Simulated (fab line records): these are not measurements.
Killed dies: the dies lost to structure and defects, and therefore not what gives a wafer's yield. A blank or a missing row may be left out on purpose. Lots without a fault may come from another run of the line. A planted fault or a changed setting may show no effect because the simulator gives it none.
fab line records	flow ritCmos
record: lots: 6	wafers: 18	lastDay: 7
route steps=202 shown CONTACT@172 M1@184
lots with no fault: from the same line, run without faults
startH: hours from the record's first day to the start of the lot's first wafer shown	waitH: hours since the lot's step before	" the same as in the row above	L1.1+2: several wafers, shown together as one row	- no value, or no start was given	* or withheld: withheld	< > ~ a bound
route shown NAME@n: a module of which the file shows steps, and the number in the route of the first	usual: mean and standard deviation over wafers with no fault	same: alike in all rows	chamber/n: place in a boat	sites: the reading at each site	_std_site: how widely they spread, as a standard deviation	_edge_site: inner sites' mean taken away from outer sites' mean	radiusMm: for every site, how far away it sits from the centre of the wafer	mask NAME#n: copy n	behind: the tool/chamber that last shaped the wafer	hold: why the lot was held/for how many hours/how that ended	device: whichever transistor did not switch (one of n, p or np)	end of line: at the end of the route, the tests of the same wafers	for a step that has no rows: nothing shown but its recipe	killed: the dies lost at the first sort to structure and to defects; this is not the yield of the wafer	map: per-die view of a wafer (x killed, . not killed, _ where there is no die)
set.NAME: the setting that was run; set.NAME@STEP: the one run at that earlier step	model.NAME: the simulator's own value behind a step, which no gauge read
lots at selected steps of the route; one table per step, one row per wafer
services: when a tool's chamber went out of use (startH, in hours from the record's first day, below 0 if earlier), for how many hours, and the reason
== steps ==
step: RIT_CONTACT_SOFTBAKE_04
recipe: resist: NOVOLAK	tempC: 89.14	timeS: 60
step: RIT_CONTACT_EXPOSE_05
recipe: maskId: M11	na: 0.6	sourceShape: conventional	sigmaOuter: 0.5	targetCdNm: 1000	doseMj: 250
step: RIT_CONTACT_PEB_06
recipe: resist: NOVOLAK	tempC: withheld	timeS: withheld
step: RIT_CONTACT_DEVELOP_07
recipe: resist: NOVOLAK	developTimeS: 120	devTempC: 23
step: RIT_CONTACT_CD_MEAS_08
recipe: targetCdNm: 1000
usual: cdNm: 1000.1/2.3
lot.wafer	tool	chamber	startH	waitH	cdNm
L821.2	cdSem-02	-	68.30	-	1000.2
L821.3	"	-	"	"	1002.0
L821.5	"	-	"	"	1000.8
L826.2	cdSem-01	-	94.03	-	1001.8
L826.3	"	-	"	"	1000.7
L826.6	"	-	"	"	1002.3
L835.2	cdSem-02	-	135.53	-	1000.6
L835.4	"	-	"	"	1001.2
L835.6	"	-	"	"	1000.1
L837.2	cdSem-02	-	148.87	-	997.9
L837.4	"	-	"	"	998.1
L837.5	"	-	"	"	999.0
L838.1	cdSem-02	-	151.12	-	1001.5
L838.4	"	-	"	"	1003.2
L838.6	"	-	"	"	1000.8
L840.1	cdSem-02	-	162.65	-	999.2
L840.4	"	-	"	"	1001.2
L840.5	"	-	"	"	1000.4
step: RIT_CONTACT_OVL_MEAS_09
usual: CONTACT_OVL: -0.1/1.4
lot.wafer	tool	chamber	startH	waitH	CONTACT_OVL[nm]
L821.2	overlay-02	-	68.40	0.1	0.0
L821.3	"	-	"	"	-1.2
L821.5	"	-	"	"	-2.5
L826.2	overlay-01	-	94.14	0.1	1.5
L826.3	"	-	"	"	1.0
L826.6	"	-	"	"	1.4
L835.2	overlay-02	-	135.63	0.1	-2.1
L835.4	"	-	"	"	-2.0
L835.6	"	-	"	"	-1.9
L837.2	overlay-02	-	148.97	0.1	-0.8
L837.4	"	-	"	"	-0.5
L837.5	"	-	"	"	-1.0
L838.1	overlay-02	-	151.24	0.1	0.4
L838.4	"	-	"	"	-1.7
L838.6	"	-	"	"	-1.0
L840.1	overlay-02	-	162.77	0.1	-1.6
L840.4	"	-	"	"	-1.5
L840.5	"	-	"	"	-0.8
step: RIT_CONTACT_HARDBAKE_10
recipe: resist: NOVOLAK	tempC: 140	timeS: 60
step: RIT_CONTACT_ETCH_11
recipe: targetDepthA: 4800	overEtchFrac: 0.2	stopOn: TiSi2	chemistry: CHF3/CF4/Ar	target: SiO2	CHF3_flow_sccm: 50	cf4FlowSccm: 10	Ar_flow_sccm: 100	O2_flow_sccm: 5	pressureMtorr: 100	rfW: 200	timeS: 320
usual: drypumpMotorCurrentA: 5.7/0.5	oesProductAu: 0.988/0.019	throttleValvePct: 8.85/0.14
lot.wafer	tool	chamber	startH	waitH	drypumpMotorCurrentA	oesProductAu	rfHoursCounterH	throttleValvePct
L821.2	rieDiel-03	2	68.58	0.1	6.1	1.010	56	8.96
L821.3	"	3	"	"	6.5	0.976	36	8.63
L821.5	"	1	"	"	6.1	0.967	-	9.03
L826.2	rieDiel-03	3	94.32	0.1	6.5	0.974	36	8.66
L826.3	"	0	"	"	6.2	0.989	23	8.89
L826.6	"	0	"	"	6.2	1.001	-	8.91
L835.2	rieDiel-03	0	135.81	0.1	6.2	0.993	24	8.92
L835.4	"	3	"	"	6.5	0.967	37	8.64
L835.6	"	0	"	"	6.1	1.003	-	8.92
L837.2	rieDiel-03	1	149.15	0.1	6.1	0.982	1	9.02
L837.4	"	3	"	"	6.5	0.974	38	8.65
L837.5	"	3	"	"	6.5	0.978	-	8.66
L838.1	rieDiel-01	0	151.43	0.1	5.5	1.006	84	9.04
L838.4	"	0	"	"	5.5	0.999	-	9.04
L838.6	"	3	"	"	5.7	1.005	-	8.70
L840.1	rieDiel-02	1	162.96	0.1	5.9	0.990	35	8.84
L840.4	"	0	"	"	5.9	0.987	103	8.66
L840.5	"	2	"	"	5.3	1.015	-	8.82
step: RIT_CONTACT_STRIP_12
recipe: chemistry: O2	timeS: 180	resist: NOVOLAK	platenTempC: withheld	powerW: 500	pressureMtorr: 4000	o2FlowSccm: 4000
usual: drypumpMotorCurrentA: 5.5/0.36
lot.wafer	tool	chamber	startH	waitH	drypumpMotorCurrentA	rfHoursCounterH
L821.2	plasmaAsher-03	0	68.78	0.1	4.8	43
L821.3	"	1	"	"	5.7	-
L821.5	"	1	"	"	5.7	-
L826.2	plasmaAsher-04	1	94.51	0.1	5.5	47
L826.3	"	0	"	"	5.7	-
L826.6	"	0	"	"	5.8	-
L835.2	plasmaAsher-03	0	136.01	0.1	4.8	51
L835.4	"	0	"	"	4.8	-
L835.6	"	0	"	"	4.8	-
L837.2	plasmaAsher-04	0	149.35	0.1	5.8	3
L837.4	"	1	"	"	5.5	-
L837.5	"	0	"	"	5.8	-
L838.1	plasmaAsher-02	0	151.62	0.1	5.3	52
L838.4	"	0	"	"	5.3	-
L838.6	"	0	"	"	5.3	-
L840.1	plasmaAsher-04	0	163.15	0.1	5.8	5
L840.4	"	0	"	"	5.8	-
L840.5	"	0	"	"	5.7	-
step: RIT_CONTACT_CD_MEAS_90
recipe: targetCdNm: 1000
usual: cdNm: 1000.2/2.3
lot.wafer	tool	chamber	startH	waitH	cdNm
L821.2	cdSem-01	-	68.97	0.1	999.9
L821.3	"	-	"	"	1001.2
L821.5	"	-	"	"	1001.0
L826.2	cdSem-02	-	94.71	0.1	1001.9
L826.3	"	-	"	"	1000.5
L826.6	"	-	"	"	1002.5
L835.2	cdSem-01	-	136.20	0.1	1000.3
L835.4	"	-	"	"	1000.8
L835.6	"	-	"	"	1000.6
L837.2	cdSem-01	-	149.54	0.1	997.6
L837.4	"	-	"	"	998.0
L837.5	"	-	"	"	998.8
L838.1	cdSem-01	-	151.79	0.1	1001.4
L838.4	"	-	"	"	1003.5
L838.6	"	-	"	"	1001.0
L840.1	cdSem-01	-	163.33	0.1	998.7
L840.4	"	-	"	"	1001.2
L840.5	"	-	"	"	1000.8
step: RIT_CONTACT_CLEAN_13
recipe: chemistry: SC1	mix: 3:3:50	timeS: 600	tempC: 75
step: RIT_CONTACT_CLEAN_14
recipe: chemistry: SC2	mix: 3:3:50	timeS: 600	tempC: 75	dry: n2Spin
step: RIT_M1_SPUTTER_00
recipe: material: Al	targetThkNm: 400	powerW: 2000	chamberPressurePa: 0.4	gas: Ar	timeS: 500	substrateTempC: 25
usual: throttleValvePct: 29.8/0.82
lot.wafer	tool	chamber	startH	waitH	throttleValvePct	model.Al_of_M1_SPUTTER_00.thkNm
L821.2	pvdSputter-02	-	69.42	0.0	30.7	407.1
L821.3	"	-	"	"	29.6	406.3
L821.5	"	-	"	"	28.7	404
L826.2	pvdSputter-03	-	95.18	0.0	30.4	409
L826.3	"	-	"	"	28.7	409.7
L826.6	"	-	"	"	29.9	409
L835.2	pvdSputter-02	-	136.67	0.0	30.6	437.5
L835.4	"	-	"	"	29.4	428
L835.6	"	-	"	"	31.0	425.5
L837.2	pvdSputter-02	-	150.01	0.0	30.7	442.9
L837.4	"	-	"	"	31.0	428.9
L837.5	"	-	"	"	28.9	435.3
L838.1	pvdSputter-04	-	152.26	0.0	30.2	403.9
L838.4	"	-	"	"	30.2	406.3
L838.6	"	-	"	"	30.4	404.8
L840.1	pvdSputter-03	-	163.85	0.0	30.7	394.3
L840.4	"	-	"	"	28.2	397.9
L840.5	"	-	"	"	28.1	398.4
step: RIT_M1_RS_MEAS_01
recipe: thkMeasGauge: four-point-probe	reads: Al_of_M1_SPUTTER_00
usual: M1_AL_RS: 0.0734/0.0011
lot.wafer	tool	chamber	startH	waitH	hold	M1_AL_RS[ohm/sq]
L821.2	filmMetro-01	-	69.73	0.2	-	0.0720
L821.3	"	-	"	"	-	0.0723
L821.5	"	-	"	"	-	0.0727
L826.2	filmMetro-01	-	95.49	0.2	-	0.0718
L826.3	"	-	"	"	-	0.0715
L826.6	"	-	"	"	-	0.0718
L835.2	filmMetro-02	-	136.98	0.2	awaitDispo/0.2h/release	0.0670
L835.4	"	-	"	"	awaitDispo/0.2h/release	0.0685
L835.6	"	-	"	"	awaitDispo/0.2h/release	0.0690
L835.2	filmMetro-02	-	137.27	0.3	-	0.0670
L835.4	"	-	"	"	-	0.0685
L835.6	"	-	"	"	-	0.0688
L837.2	filmMetro-03	-	150.32	0.2	awaitDispo/0.2h/release	0.0662
L837.4	"	-	"	"	awaitDispo/0.2h/release	0.0684
L837.5	"	-	"	"	awaitDispo/0.2h/release	0.0673
L837.2	filmMetro-03	-	150.61	0.3	-	0.0661
L837.4	"	-	"	"	-	0.0684
L837.5	"	-	"	"	-	0.0674
L838.1	filmMetro-03	-	152.56	0.1	-	0.0726
L838.4	"	-	"	"	-	0.0721
L838.6	"	-	"	"	-	0.0725
L840.1	filmMetro-01	-	164.14	0.1	-	0.0746
L840.4	"	-	"	"	-	0.0739
L840.5	"	-	"	"	-	0.0737
step: RIT_M1_THK_MEAS_02
recipe: thkMeasGauge: xrf	reads: Al_of_M1_SPUTTER_00
usual: M1_AL_THK: 396/6.4
lot.wafer	tool	chamber	startH	waitH	hold	M1_AL_THK[nm]
L821.2	filmMetro-01	-	69.84	0.1	-	404
L821.3	"	-	"	"	-	404
L821.5	"	-	"	"	-	402
L826.2	filmMetro-01	-	95.60	0.1	-	408
L826.3	"	-	"	"	-	408
L826.6	"	-	"	"	-	408
L835.2	filmMetro-02	-	142.39	5.1	awaitDispo/0.2h/release	433
L835.4	"	-	"	"	awaitDispo/0.2h/release	423
L835.6	"	-	"	"	awaitDispo/0.2h/release	420
L835.2	filmMetro-02	-	142.61	0.2	-	430
L835.4	"	-	"	"	-	423
L835.6	"	-	"	"	-	418
L837.2	filmMetro-03	-	152.45	1.8	awaitDispo/0.2h/release	440
L837.4	"	-	"	"	awaitDispo/0.2h/release	425
L837.5	"	-	"	"	awaitDispo/0.2h/release	433
L837.2	filmMetro-03	-	152.69	0.2	-	440
L837.4	"	-	"	"	-	422
L837.5	"	-	"	"	-	432
L838.1	filmMetro-03	-	152.68	0.1	-	400
L838.4	"	-	"	"	-	401
L838.6	"	-	"	"	-	400
L840.1	filmMetro-01	-	164.26	0.1	-	391
L840.4	"	-	"	"	-	393
L840.5	"	-	"	"	-	393
step: RIT_M1_COAT_04
recipe: resist: NOVOLAK	spinRpm: 2000	resistThkNm: 1300
step: RIT_M1_SOFTBAKE_05
recipe: resist: NOVOLAK	tempC: 90	timeS: 60
step: RIT_M1_EXPOSE_06
recipe: maskId: M12	na: 0.6	sourceShape: conventional	sigmaOuter: 0.5	targetCdNm: 2600	doseMj: 253
step: RIT_M1_PEB_07
recipe: resist: NOVOLAK	tempC: withheld	timeS: withheld
step: RIT_M1_DEVELOP_08
recipe: resist: NOVOLAK	developTimeS: 68	devTempC: 23
step: RIT_M1_CD_MEAS_09
recipe: targetCdNm: 2600
usual: cdNm: 2599.3/2.2
lot.wafer	tool	chamber	startH	waitH	cdNm
L821.2	cdSem-02	-	70.79	-	2600.9
L821.3	"	-	"	"	2602.4
L821.5	"	-	"	"	2599.8
L826.2	cdSem-02	-	96.90	-	2597.1
L826.3	"	-	"	"	2597.3
L826.6	"	-	"	"	2598.3
L835.2	cdSem-02	-	145.28	-	2600.3
L835.4	"	-	"	"	2599.4
L835.6	"	-	"	"	2601.6
L838.1	cdSem-02	-	153.62	-	2597.7
L838.4	"	-	"	"	2596.8
L838.6	"	-	"	"	2597.9
L837.2	cdSem-02	-	158.86	-	2603.5
L837.4	"	-	"	"	2602.3
L837.5	"	-	"	"	2601.1
L840.1	cdSem-02	-	165.20	-	2601.1
L840.4	"	-	"	"	2597.5
L840.5	"	-	"	"	2601.9
step: RIT_M1_OVL_MEAS_10
usual: M1_OVL: 0.7/1.3
lot.wafer	tool	chamber	startH	waitH	M1_OVL[nm]
L821.2	overlay-02	-	70.90	0.1	-1.4
L821.3	"	-	"	"	-0.4
L821.5	"	-	"	"	-1.1
L826.2	overlay-02	-	97.01	0.1	-0.4
L826.3	"	-	"	"	1.4
L826.6	"	-	"	"	0.5
L835.2	overlay-01	-	145.39	0.1	2.2
L835.4	"	-	"	"	2.3
L835.6	"	-	"	"	0.5
L838.1	overlay-01	-	153.74	0.1	1.3
L838.4	"	-	"	"	1.6
L838.6	"	-	"	"	0.7
L837.2	overlay-01	-	158.96	0.1	0.9
L837.4	"	-	"	"	0.4
L837.5	"	-	"	"	2.4
L840.1	overlay-01	-	165.32	0.1	1.1
L840.4	"	-	"	"	-0.2
L840.5	"	-	"	"	-1.4
step: RIT_M1_HARDBAKE_11
recipe: resist: NOVOLAK	tempC: 140	timeS: 120
step: RIT_M1_METAL_ETCH_12
recipe: stopOn: SiO2	chemistry: Cl2/BCl3	target: Al	timeS: 165	overEtchFrac: 0.5	pressureMtorr: 100	targetDepthA: 6000	rfW: 250	Cl2_flow_sccm: 60	bcl3FlowSccm: 50
usual: drypumpMotorCurrentA: 5.7/0.45	oesProductAu: 0.772/0.0088	throttleValvePct: 8.34/0.11
lot.wafer	tool	chamber	startH	waitH	drypumpMotorCurrentA	oesProductAu	rfHoursCounterH	throttleValvePct
L821.2	rieMetal-02	1	71.18	0.2	5.4	0.778	36	8.27
L821.3	"	0	"	"	6.0	0.767	-	8.37
L821.5	"	1	"	"	5.4	0.786	-	8.28
L826.2	rieMetal-04	0	97.29	0.2	5.1	0.778	3	8.54
L826.3	"	0	"	"	5.1	0.781	-	8.54
L826.6	"	0	"	"	5.0	0.775	-	8.54
L835.2	rieMetal-04	1	145.67	0.2	5.5	0.812	4	8.29
L835.4	"	1	"	"	5.5	0.793	-	8.28
L835.6	"	0	"	"	5.1	0.793	-	8.53
L838.1	rieMetal-01	1	154.03	0.2	5.8	0.780	2	8.37
L838.4	"	1	"	"	5.8	0.781	-	8.38
L838.6	"	0	"	"	6.5	0.779	-	8.20
L837.2	rieMetal-04	0	159.24	0.2	5.1	0.817	3	8.54
L837.4	"	0	"	"	5.1	0.808	-	8.55
L837.5	"	0	"	"	5.1	0.807	-	8.54
L840.1	rieMetal-04	0	165.61	0.2	5.0	0.761	4	8.54
L840.4	"	1	"	"	5.5	0.768	-	8.30
L840.5	"	0	"	"	5.0	0.761	-	8.54
step: RIT_M1_STRIP_13
recipe: chemistry: nmp	resist: NOVOLAK	tempC: 80	timeS: 600	dry: n2Spin
step: RIT_M1_PROBE_99
usual: defectLimitedYield: 97.3/1.2	killedAtContacts: 0.1/0.31	killedAtFrontEnd: 7/3.2	killedDies: 7/3.2	killedOpen: 3.6/2.1	killedShort: 3.5/2.1	sort_bin_3_pad_short: 0.1/0.21	sort_bin_5_function: 1.6/0.88	sort_bin_6_memory: 1.0/0.66	sortNPass: 257/3.2	sortYieldPct: 97.3/1.2
same: grossDies: 264	killed_at_M0_to_M3: 0	killed_at_M4_up: 0	killedAtBackSide: 0	killedAtOther: 0
lot.wafer	tool	chamber	startH	waitH	hold	defectLimitedYield[%]	killedAtContacts	killedAtFrontEnd	killedDies	killedOpen	killedShort	sort_bin_3_pad_short[%]	sort_bin_5_function[%]	sort_bin_6_memory[%]	sortNPass	sortYieldPct[%]
L821.2	prober-02	-	73.72	0.1	-	96.6	0	9	9	5	4	0	2.3	1.1	255	96.6
L821.3	prober-02	-	73.77	0.2	-	96.6	2	7	9	4	4	0	2.7	0.8	255	96.6
L821.5	prober-02	-	73.87	0.2	-	98.1	0	5	5	2	3	0	0.4	1.5	259	98.1
L826.2	prober-02	-	99.59	0.1	-	95.5	0	12	12	3	9	0	2.3	2.3	252	95.5
L826.3	prober-02	-	99.64	0.2	-	95.8	0	11	11	8	3	0	3.4	0.8	253	95.8
L826.6	prober-02	-	99.79	0.2	-	97.3	0	7	7	4	3	0.4	1.1	1.1	257	97.3
L838.1	prober-02	-	156.39	0.1	-	98.1	0	5	5	1	4	0	1.1	0.8	259	98.1
L838.4	prober-02	-	156.54	0.2	-	99.2	0	2	2	1	1	0	0	0.8	262	99.2
L838.6	prober-02	-	156.64	0.2	-	97.3	0	7	7	2	4	0	1.1	1.5	257	97.3
L835.2	prober-01	-	157.79	9.7	awaitDispo/9.5h/release	96.6	1	8	9	6	3	0	2.3	1.1	255	96.6
L835.4	prober-01	-	157.89	9.7	awaitDispo/9.5h/release	97.7	0	6	6	5	1	0	1.5	0.8	258	97.7
L835.6	prober-01	-	157.99	9.8	awaitDispo/9.5h/release	97.0	0	8	8	2	6	0	1.5	1.5	256	97.0
L840.1	prober-02	-	167.87	0.1	-	99.2	0	2	2	0	2	0	0.4	0.4	262	99.2
L840.4	prober-02	-	168.02	0.2	-	97.0	0	8	8	3	5	0	2.7	0.4	256	97.0
L840.5	prober-02	-	168.07	0.2	-	95.1	0	13	13	5	8	0.4	3.8	0.8	251	95.1
L837.2	prober-01	-	178.49	16.8	awaitDispo/16.7h/release	97.7	0	6	6	5	1	0	1.9	0.4	258	97.7
L837.4	prober-01	-	178.59	16.8	awaitDispo/16.7h/release	97.7	0	6	6	2	4	0.4	1.5	0.4	258	97.7
L837.5	prober-01	-	178.64	16.9	awaitDispo/16.7h/release	97.7	0	6	6	4	2	0	0.4	1.9	258	97.7
killed by level:class
L821.2 GATE:geometricParticle:open=3 FOX2:geometricParticle:short=2 FOX1:geometricParticle:open=1 GATE:geometricParticle:short=1 REOX:geometricParticle:open=1 REOX:geometricParticle:short=1
L821.3 GATE:geometricParticle:short=2 FOX2:geometricParticle:open=1 GATE:geometricParticle:open=1 SPACER:geometricParticle:short=1 SILICIDE:geometricParticle:open=1 CONTACT:geometricParticle:open=1 CONTACT:geometricParticle:short=1 PLDD:coatMicrobubblePrinted=1
L821.5 FOX2:geometricParticle:short=2 FOX1:geometricParticle:short=1 FOX1:geometricParticle:open=1 GATE:geometricParticle:open=1
L826.2 SILICIDE:geometricParticle:short=4 REOX:geometricParticle:short=2 FOX1:geometricParticle:short=1 GATE:geometricParticle:open=1 GATE:geometricParticle:short=1 REOX:geometricParticle:open=1 SPACER:geometricParticle:short=1 SILICIDE:geometricParticle:open=1
L826.3 REOX:geometricParticle:open=3 SPACER:geometricParticle:open=3 GATE:geometricParticle:short=1 GATE:geometricParticle:open=1 SPACER:geometricParticle:short=1 SILICIDE:geometricParticle:short=1 SILICIDE:geometricParticle:open=1
L826.6 SPACER:geometricParticle:short=3 GATE:geometricParticle:open=1 REOX:geometricParticle:open=1 SPACER:geometricParticle:open=1 SILICIDE:geometricParticle:open=1
L838.1 GATE:geometricParticle:short=2 REOX:geometricParticle:short=2 GATE:geometricParticle:open=1
L838.4 FOX1:geometricParticle:short=1 SILICIDE:geometricParticle:open=1
L838.6 GATE:geometricParticle:short=2 GATE:geometricParticle:open=1 REOX:geometricParticle:short=1 SPACER:geometricParticle:open=1 SILICIDE:geometricParticle:short=1 GATE:coatMicrobubblePrinted=1
L835.2 FOX1:geometricParticle:short=2 GATE:geometricParticle:open=2 REOX:geometricParticle:open=2 FOX2:geometricParticle:open=1 GATE:geometricParticle:short=1 CONTACT:geometricParticle:open=1
L835.4 GATE:geometricParticle:open=4 FOX1:geometricParticle:short=1 FOX1:geometricParticle:open=1
L835.6 GATE:geometricParticle:short=4 FOX1:geometricParticle:open=1 FOX1:geometricParticle:short=1 FOX2:geometricParticle:short=1 GATE:geometricParticle:open=1
L840.1 GATE:geometricParticle:short=2
L840.4 GATE:geometricParticle:short=4 GATE:geometricParticle:open=3 SPACER:geometricParticle:short=1
L840.5 REOX:geometricParticle:short=4 FOX1:geometricParticle:open=3 FOX1:geometricParticle:short=2 GATE:geometricParticle:open=1 SPACER:geometricParticle:short=1 SPACER:geometricParticle:open=1 SILICIDE:geometricParticle:short=1
L837.2 FOX1:geometricParticle:open=2 FOX2:geometricParticle:open=1 FOX2:geometricParticle:short=1 GATE:geometricParticle:open=1 SPACER:geometricParticle:open=1
L837.4 FOX1:geometricParticle:open=1 FOX1:geometricParticle:short=1 FOX2:geometricParticle:short=1 REOX:geometricParticle:short=1 SILICIDE:geometricParticle:open=1 SILICIDE:geometricParticle:short=1
L837.5 FOX1:geometricParticle:open=2 FOX1:geometricParticle:short=1 GATE:geometricParticle:short=1 SPACER:geometricParticle:open=1 SILICIDE:geometricParticle:open=1
map L835.2 (x killed, . not)
________......._______
_____.............____
____.......x.......___
___.................__
__..................._
__x.................._
_.....................
_.....................
_..........x..........
_.....................
__....x......x......._
__..x.............x.._
___.................__
____........x.x....___
_____.............____
________......._______
map L837.2 (x killed, . not)
________....x.._______
_____.............____
____..............x___
___.................__
__..................._
__..................._
_....x................
_.....................
_.....................
_..x..................
__...............x..._
__...........x......._
___.................__
____...............___
_____.............____
________......._______
== services ==
tool	chamber	startH	hours	kind
pvdSputter-03	-	46.65	8.4	repair
pvdSputter-04	-	48.98	4.7	repair
plasmaAsher-04	-	54.47	2.2	repair
pvdSputter-04	-	58.62	0.5	repair
rieDiel-03	0	64.49	8.8	repair
rieMetal-04	-	64.87	0.9	repair
rieDiel-02	2	65.04	6.8	repair
pvdSputter-03	-	65.27	1.1	repair
rieDiel-03	1	70.39	5.8	repair
pvdSputter-04	-	72.06	4.4	repair
rieDiel-02	2	76.23	7.0	repair
rieDiel-03	3	98.50	4.9	repair
rieDiel-03	1	103.35	-	clean
rieDiel-03	1	103.35	17.5	scheduledDown
rieDiel-03	1	103.35	17.5	ventCycle
rieDiel-01	-	103.56	0.9	repair
plasmaAsher-04	-	108.75	9.0	pm
plasmaAsher-04	0	108.75	9.0	ventCycle
rieMetal-04	0	115.04	17.4	repair
rieMetal-04	1	121.73	6.4	repair
plasmaAsher-02	-	122.05	2.1	repair
rieMetal-02	-	126.14	0.7	repair
rieMetal-02	-	136.12	20.0	pm
rieMetal-01	-	151.04	1.2	repair
== key ==
firstSign: step: RIT_M1_RS_MEAS_01	reading: visit	direction: added
effect: step: RIT_M1_RS_MEAS_01	reading: M1_AL_RS	direction: down	sigmas: 5	usual: 0.0734	struck: 0.0677
effect: step: RIT_M1_THK_MEAS_02	reading: visit	direction: added
effect: step: RIT_M1_THK_MEAS_02	reading: M1_AL_THK	direction: up	sigmas: 5.1	usual: 396	struck: 429
effect: step: RIT_M1_METAL_ETCH_12	reading: oesProductAu	direction: up	sigmas: 3.7	usual: 0.772	struck: 0.805
modelEffect: step: RIT_M1_SPUTTER_00	value: Al_of_M1_SPUTTER_00.thkNm	without: 396.5	struck: 433
metAt RIT_M1_SPUTTER_00
struckWafers L835.2,L835.4,L835.6,L837.2,L837.4,L837.5
onsetBetween 69.42 136.67
alsoFits RIT_CONTACT_ETCH_11:rieDiel-03
fault: kind: processParameterDrift	tool: pvdSputter-02	chamber: -	onsetH: 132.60	steps: RIT_M1_SPUTTER_00	channel: targetThkNm	offset: 36.486	shape: step	endH: 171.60	stated: 400
